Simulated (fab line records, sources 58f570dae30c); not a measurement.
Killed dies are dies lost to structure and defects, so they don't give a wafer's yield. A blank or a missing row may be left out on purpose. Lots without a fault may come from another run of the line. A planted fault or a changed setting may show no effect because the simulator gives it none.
Which tool did it? | flow berkeley_cmos170 | 14 lots, 42 wafers sampled, at 6 steps of a route of 331

WHAT THE GAUGES READ, wafer by wafer
UCB170_FIELD_THK_MEAS_91. Usual: FIELD_OXIDE_LEFT_2_THK 358 nm, standard deviation 8.2.
lot  | measured     | on            | FIELD_OXIDE_LEFT_2_THK (nm) | flag
L301 | day 5 18:52  | film_metro-01 | 355 359 353                 |
L300 | day 5 19:07  | film_metro-01 | 342 351 351                 |
L302 | day 5 19:22  | film_metro-01 | 365 353 357                 |
L306 | day 6 19:44  | film_metro-04 | 358 348 345                 |
L304 | day 6 19:52  | film_metro-03 | 369 351 349                 |
L307 | day 7 05:47  | film_metro-04 | 341 351 348                 |
L309 | day 7 21:59  | film_metro-03 | 357 365 353                 |
L312 | day 8 10:04  | film_metro-04 | 364 369 362                 |
L314 | day 8 20:18  | film_metro-03 | 369 362 355                 |
L313 | day 8 20:25  | film_metro-04 | 375 363 372                 |
L317 | day 9 04:31  | film_metro-03 | 365 347 356                 |
L319 | day 9 19:03  | film_metro-01 | 344 348 340                 |
L320 | day 10 04:26 | film_metro-01 | 354 362 349                 |
L322 | day 10 10:05 | film_metro-03 | 356 358 356                 |

UCB170_GATE_THK_MEAS_02. Usual: GATE_OXIDE_THK 6.52 nm, standard deviation 0.13.
lot  | measured     | on            | GATE_OXIDE_THK (nm) | flag
L301 | day 5 22:22  | film_metro-03 | 6.54 6.58 6.40      |
L300 | day 5 22:20  | film_metro-04 | 6.69 6.70 6.51      |
L302 | day 5 22:23  | film_metro-02 | 6.57 6.68 6.54      |
L306 | day 7 02:00  | film_metro-04 | 6.74 6.70 6.71      |
L304 | day 7 02:00  | film_metro-02 | 6.53 6.62 6.54      |
L307 | day 7 11:37  | film_metro-04 | 6.49 6.41 6.44      |
L309 | day 8 02:38  | film_metro-04 | 6.47 6.54 6.53      |
L312 | day 8 13:13  | film_metro-02 | 6.42 6.54 6.40      |
L314 | day 9 01:40  | film_metro-03 | 6.51 6.40 6.38      |
L313 | day 9 01:40  | film_metro-04 | 6.39 6.32 6.25      |
L317 | day 9 08:29  | film_metro-03 | 6.75 6.72 6.69      |
L319 | day 9 22:25  | film_metro-03 | 6.24 6.22 6.26      |
L320 | day 10 08:37 | film_metro-02 | 6.64 6.57 6.68      |
L322 | day 10 15:18 | film_metro-03 | 6.42 6.47 6.51      |

UCB170_PLDD_TW_MEAS_11. Usual: PLDD_TW 1017, standard deviation 5.2.
lot  | measured     | on            | PLDD_TW        | flag
L301 | day 6 09:53  | film_metro-02 | 1018 1022 1021 |
L300 | day 6 10:01  | film_metro-01 | 1017 1012 1008 |
L302 | day 6 10:13  | film_metro-02 | 1026 1020 1015 |
L306 | day 7 13:09  | film_metro-03 | 1021 1018 1016 |
L304 | day 7 13:31  | film_metro-02 | 1044 1040 1042 | OFF
L307 | day 7 23:19  | film_metro-02 | 1041 1036 1038 | OFF
L309 | day 8 13:52  | film_metro-01 | 1008 1006 1009 |
L312 | day 8 22:19  | film_metro-02 | 1023 1019 1020 |
L314 | day 9 13:35  | film_metro-03 | 1012 1015 1006 |
L313 | day 9 13:17  | film_metro-01 | 1007 1010 1014 |
L317 | day 9 18:14  | film_metro-02 | 1015 1027 1026 |
L319 | day 10 07:56 | film_metro-02 | 1022 1027 1028 |
L320 | day 10 17:54 | film_metro-02 | 1025 1032 1030 |
L322 | day 11 02:19 | film_metro-02 | 1018 1022 1019 |

UCB170_SDANNEAL_RS_MEAS_04: measures by four-point-probe. Usual: PLDD_RS 1032.3 ohm/sq, standard deviation 2.6.
lot  | measured     | on            | PLDD_RS (ohm/sq)     | flag
L301 | day 6 22:28  | film_metro-03 | 1030.5 1030.3 1029.0 |
L300 | day 6 22:22  | film_metro-02 | 1032.2 1029.3 1032.7 |
L302 | day 6 22:37  | film_metro-01 | 1033.9 1034.5 1036.3 |
L306 | day 8 03:23  | film_metro-03 | 1030.0 1033.3 1033.0 |
L304 | day 8 03:39  | film_metro-02 | 974.3 970.5 970.9    | OFF
L307 | day 8 10:50  | film_metro-02 | 972.7 970.5 973.7    | OFF
L309 | day 9 02:56  | film_metro-02 | 1037.5 1032.7 1033.5 |
L312 | day 9 12:44  | film_metro-03 | 1029.8 1032.9 1032.4 |
L314 | day 10 00:55 | film_metro-01 | 1029.0 1033.7 1032.5 |
L313 | day 10 00:39 | film_metro-02 | 1033.3 1029.4 1029.7 |
L317 | day 10 07:11 | film_metro-01 | 1031.9 1030.3 1032.5 |
L319 | day 10 20:01 | film_metro-02 | 1032.1 1030.2 1030.9 |
L320 | day 11 05:31 | film_metro-01 | 1031.0 1027.0 1033.7 |
L322 | day 11 17:40 | film_metro-01 | 1030.7 1033.1 1031.2 |

WHICH TOOL RAN EACH LOT (tool, then ch and the chambers of the sampled wafers, then the start)
lot  | UCB170_GATE_ETCH_14                | UCB170_PLDD_IMPLANT_08
L301 | rie_diel-04 ch 1,2,3, day 6 04:49  | implanter-01 ch 0, day 6 09:29
L300 | rie_diel-03 ch 0,1,2, day 6 05:10  | implanter-02 ch 0, day 6 09:38
L302 | rie_diel-01 ch 0,1, day 6 05:25    | implanter-01 ch 0, day 6 09:50
L306 | rie_diel-04 ch 1,2, day 7 10:56    | implanter-02 ch 0, day 7 12:45
L304 | rie_diel-03 ch 0,3, day 7 11:11    | implanter-01 ch 0, day 7 13:07
L307 | rie_diel-04 ch 1,2,3, day 7 21:10  | implanter-01 ch 0, day 7 22:53
L309 | rie_diel-01 ch 0,1,3, day 8 10:47  | implanter-02 ch 0, day 8 13:28
L312 | rie_diel-04 ch 2,3, day 8 20:17    | implanter-02 ch 0, day 8 21:55
L314 | rie_diel-01 ch 0,1,2, day 9 08:01  | implanter-02 ch 0, day 9 13:11
L313 | rie_diel-04 ch 1,3, day 9 08:08    | implanter-02 ch 0, day 9 12:53
L317 | rie_diel-04 ch 0,2,3, day 9 15:40  | implanter-02 ch 0, day 9 17:50
L319 | rie_diel-01 ch 0,1,2, day 10 05:05 | implanter-02 ch 0, day 10 07:34
L320 | rie_diel-01 ch 2,3, day 10 15:26   | implanter-01 ch 0, day 10 17:30
L322 | rie_diel-03 ch 0,1,3, day 10 23:14 | implanter-01 ch 0, day 11 01:58
- UCB170_GATE_ETCH_14: etches BARC in N2/H2.
- UCB170_PLDD_IMPLANT_08

WHAT THE TOOLS THEMSELVES READ (means of the sampled wafers that have a number; where no wafer has one, the mark that the record gives instead)
UCB170_GATE_ETCH_14. Usual: drypump_motor_current_A 5.8 A, standard deviation 0.35; oes_product_au 1.003 a.u., standard deviation 0.015; throttle_valve_pct 13.31 %, standard deviation 0.18.
lot  | tool        | drypump_motor_current_A (A) | oes_product_au (a.u.) | throttle_valve_pct (%) | flag
L301 | rie_diel-04 | 5.7                         | 1.008                 | 13.26                  |
L300 | rie_diel-03 | 6.0                         | 1.004                 | 13.25                  |
L302 | rie_diel-01 | 5.6                         | 1.003                 | 13.40                  |
L306 | rie_diel-04 | 5.4                         | 0.995                 | 13.24                  |
L304 | rie_diel-03 | 5.8                         | 0.994                 | 13.35                  |
L307 | rie_diel-04 | 5.7                         | 1.009                 | 13.26                  |
L309 | rie_diel-01 | 5.6                         | 1.001                 | 13.34                  |
L312 | rie_diel-04 | 5.9                         | 1.015                 | 13.28                  |
L314 | rie_diel-01 | 5.6                         | 1.001                 | 13.40                  |
L313 | rie_diel-04 | 5.5                         | 1.011                 | 13.12                  |
L317 | rie_diel-04 | 6.0                         | 1.011                 | 13.24                  |
L319 | rie_diel-01 | 5.5                         | 0.997                 | 13.40                  |
L320 | rie_diel-01 | 5.9                         | 0.996                 | 13.45                  |
L322 | rie_diel-03 | 5.9                         | 1.005                 | 13.42                  |

UCB170_PLDD_IMPLANT_08. Usual: dose_ions_cm2 4.999e+13, standard deviation 5.5e+10; faraday_current_uA 156, standard deviation 4.2.
lot  | tool         | dose_ions_cm2 | faraday_current_uA | flag
L301 | implanter-01 | 4.995e+13     | 157                |
L300 | implanter-02 | 4.999e+13     | 157                |
L302 | implanter-01 | 4.997e+13     | 159                |
L306 | implanter-02 | 5.001e+13     | 153                |
L304 | implanter-01 | 5.804e+13     | 188                | OFF
L307 | implanter-01 | 5.800e+13     | 186                | OFF
L309 | implanter-02 | 5.003e+13     | 154                |
L312 | implanter-02 | 5.005e+13     | 155                |
L314 | implanter-02 | 4.989e+13     | 150                |
L313 | implanter-02 | 5.004e+13     | 154                |
L317 | implanter-02 | 4.997e+13     | 156                |
L319 | implanter-02 | 4.991e+13     | 157                |
L320 | implanter-01 | 4.994e+13     | 159                |
L322 | implanter-01 | 4.996e+13     | 160                |

THE ANSWER, worked out from the rows above alone
Rule: a lot is off if the mean of its wafers that have a number lies more than 3 standard deviations from the usual mean. A lot without any number at a reading at which 4 lots or more have one is off too. The other lots that the step has rows for count as sound. The gauges are gone through in route order, then the tools' own readings, and for those a lot's mean is taken as printed above. The first step at which some lot is off is used, and at that step the reading that is off furthest; a lot without a number counts as furthest.
Off: L304, L307, at UCB170_PLDD_TW_MEAS_11 (PLDD_TW).
A tool fits if, at a process step before that reading, it ran every lot that is off, and no sound lot after the first of them. The gauges at UCB170_PLDD_TW_MEAS_11 aren't tried: what is off there is off at UCB170_PLDD_IMPLANT_08 too, on other tools, and a gauge's error can't cause that. None of those tried fits.

WHAT THE SIMULATOR HAD PUT IN
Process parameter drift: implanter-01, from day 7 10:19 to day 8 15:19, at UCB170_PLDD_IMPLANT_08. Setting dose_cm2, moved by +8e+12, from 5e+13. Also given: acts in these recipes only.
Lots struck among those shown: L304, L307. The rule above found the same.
